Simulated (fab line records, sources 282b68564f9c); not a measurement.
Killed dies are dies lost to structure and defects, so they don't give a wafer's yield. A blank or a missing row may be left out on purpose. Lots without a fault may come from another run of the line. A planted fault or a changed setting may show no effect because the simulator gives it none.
A struck lot beside a sound one | flow rit_cmos | 32 steps out of a route of 202
Sound: wafers L821.2, L821.5, L821.6. Struck: wafers L832.1, L832.2, L832.4. The cause comes at the end.
At each step with rows: each side's tool, then ch and its chambers, then its first start. Under that, the readings that differ: sound wafers | struck wafers | difference of the means | sigmas: that difference in standard deviations of wafers without a fault.
alike: readings whose means differ by less than 2 such deviations, and words and numbers that are the same on both sides. not compared: withheld readings, readings that some wafer has no value for, bounds like >300 that may hide the same value, and numbers for which the record gives no deviation and whose values overlap.
The two part at a step that has a row with sigmas, a row that says differs or no value, or rows on one side only. Numbers that don't overlap but have no deviation are shown without sigmas and don't part them. A reading that every wafer of one side lacks parts them only if that side has two wafers or more.

first, 1 step without rows for these wafers: RIT_GATE_HARDBAKE_18 (time 60 s).
RIT_GATE_ETCH_19: etches poly-Si in SF6/CHF3/O2, stops on SiO2, time 165 s, target depth 312.5 nm.
  sound on rie_si-01 ch 0,1,3, day 3 04:13; struck on rie_si-02 ch 0,2,3, day 5 10:40
  alike: drypump_motor_current_A, oes_product_au, throttle_valve_pct
  not compared: rf_hours_counter_h
RIT_GATE_STRIP_20: strips in O2, time 180 s.
  sound on plasma_asher-03 ch 0,1, day 3 04:19; struck on plasma_asher-01 ch 0,1, day 5 10:47
  alike: drypump_motor_current_A
  not compared: rf_hours_counter_h
RIT_GATE_CD_MEAS_90: target cd 150 nm.
  sound on cd_sem-02, day 3 04:31; struck on cd_sem-02, day 5 10:57
  alike: cd_nm
then, 4 steps without rows for these wafers: RIT_REOX_CLEAN_00 (cleans in SC1, time 600 s); RIT_REOX_CLEAN_01 (cleans in dHF, time 30 s); RIT_REOX_CLEAN_02 (cleans in SC2, time 600 s); RIT_REOX_OXIDATION_03 (target thk 25.2 nm, ox time 5580 s).
RIT_REOX_THK_MEAS_04:
  sound on film_metro-04, day 3 07:49; struck on film_metro-02, day 5 13:59
  alike: REOX_OXIDE_THK
then, 2 steps without rows for these wafers: RIT_NLDD_HMDS_00 (prime time 60 s); RIT_NLDD_COAT_01 (resist thk 1000 nm).
RIT_NLDD_SOFTBAKE_02: time 62.36 s.
  sound on litho_track-04 ch 0, day 3 08:19; struck on litho_track-03 ch 0, day 5 14:21
  reading                     | sound                | struck               | difference | sigmas
  plate_sensor_t_centre_C (C) | 91.000 90.962 90.989 | 90.971 90.956 90.962 | -0.021     | -2
  alike: plate_sensor_t_edge_C
RIT_NLDD_EXPOSE_03: exposes mask M7, target cd 40700 nm.
  sound on iline_stepper-01 ch 0, day 3 08:27; struck on iline_stepper-01 ch 0, day 5 14:37
  reading | sound          | struck         | difference | sigmas
  mask    | M7#0 M7#0 M7#0 | M8#0 M8#0 M8#0 | differs    |
then, 2 steps without rows for these wafers: RIT_NLDD_PEB_04; RIT_NLDD_DEVELOP_05 (develop time 50 s).
RIT_NLDD_OVL_MEAS_06:
  sound on overlay-02, day 3 08:50; struck on overlay-02, day 5 15:01
  reading       | sound          | struck | difference                    | sigmas
  NLDD_OVL (nm) | -0.5 -1.3 -1.8 | - - -  | no value on the struck wafers |
then, 2 steps without rows for these wafers: RIT_NLDD_HARDBAKE_07 (time 60 s); RIT_NLDD_IMPLANT_08.
RIT_NLDD_STRIP_09: strips in O2, time 180 s.
  sound on plasma_asher-04 ch 0,1, day 3 09:10; struck on plasma_asher-01 ch 0,1, day 5 15:22
  alike: drypump_motor_current_A
  not compared: rf_hours_counter_h
RIT_NLDD_TW_MEAS_10:
  sound on film_metro-02, day 3 09:22; struck on film_metro-03, day 5 15:32
  reading | sound          | struck   | difference | sigmas
  NLDD_TW | 2489 2491 2486 | 31 31 31 | -2458      | -57
then, 6 steps without rows for these wafers: RIT_PLDD_HMDS_00 (prime time 60 s); RIT_PLDD_COAT_01 (resist thk 1000 nm); RIT_PLDD_SOFTBAKE_02 (time 60 s); RIT_PLDD_EXPOSE_03 (exposes mask M8, target cd 40900 nm); RIT_PLDD_PEB_04; RIT_PLDD_DEVELOP_05 (develop time 50 s).
RIT_PLDD_OVL_MEAS_06:
  sound on overlay-01, day 3 10:16; struck on overlay-01, day 5 16:29
  alike: PLDD_OVL
then, 2 steps without rows for these wafers: RIT_PLDD_HARDBAKE_07 (time 60 s); RIT_PLDD_IMPLANT_08.
RIT_PLDD_STRIP_09: strips in O2, time 180 s.
  sound on plasma_asher-02 ch 0,1, day 3 10:35; struck on plasma_asher-03 ch 0,1, day 5 16:49
  alike: drypump_motor_current_A
  not compared: rf_hours_counter_h
RIT_PLDD_TW_MEAS_10:
  sound on film_metro-01, day 3 10:47; struck on film_metro-03, day 5 16:59
  reading | sound          | struck         | difference | sigmas
  PLDD_TW | 2308 2312 2305 | 2966 2962 2951 | +651       | +16
then, 1 step without rows for these wafers: RIT_SPACER_CLEAN_00 (cleans in SC1, time 600 s).

WHERE THEY PART
First at RIT_NLDD_SOFTBAKE_02; last, within this record, at RIT_PLDD_TW_MEAS_10.

WHY: what the simulator had put in
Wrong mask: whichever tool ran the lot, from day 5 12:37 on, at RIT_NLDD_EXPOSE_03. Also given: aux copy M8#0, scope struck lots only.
